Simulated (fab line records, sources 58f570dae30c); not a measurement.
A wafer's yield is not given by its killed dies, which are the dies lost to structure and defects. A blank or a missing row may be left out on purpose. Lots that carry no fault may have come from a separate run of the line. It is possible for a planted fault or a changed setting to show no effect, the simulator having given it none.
Matching of chambers	flow berkeley_cmos170	UCB170_V2_CMP_02 on cmp-02 has 4 sister chambers
The step polishes SiO2. 6 wafers are shown with their chamber, then 7 later ones without.

EACH WAFER AND ITS CHAMBER
wafer	chamber	motor_current_A (A)
L497.6	0	16.6
L503.5	2	18.9
L504.1	1	15.3
L504.6	3	15.4
L506.1	2	19.4
L506.3	3	14.9

WAFERS WITH NO CHAMBER GIVEN
wafer	motor_current_A (A)
L506.5	19.9
L507.1	16.0
L507.3	14.3
L507.6	19.6
L509.1	15.1
L509.2	14.7
L509.5	19.3

CHAMBER TAKEN BY EACH
wafer	from the rows above	in truth
L506.5	2	2
L507.1	can't be placed: 0 or 1 or 3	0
L507.3	can't be placed: 3 or 1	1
L507.6	2	2
L509.1	can't be placed: 3 or 1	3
L509.2	can't be placed: 3 or 1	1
L509.5	2	2
3 of 7 placed correctly. From these rows, 4 cannot be placed; in 4 the true chamber is one of the candidates. Placed wrongly: 0.
How it was worked out, from the rows above alone: a wafer's distance from a chamber is the root of the sum, over the readings, of the square of ((its reading less the chamber's mean) divided by the reading's scatter). If the next closest chamber is less than 2 further off than the closest, the wafer can't be placed; otherwise it belongs to the closest. For every chamber, the mean is computed from those of its wafers that are shown. How the scatter is found: for the shown wafers, subtract from each reading the mean of its chamber, square and add these, divide the total by (wafers less chambers), then take the root.
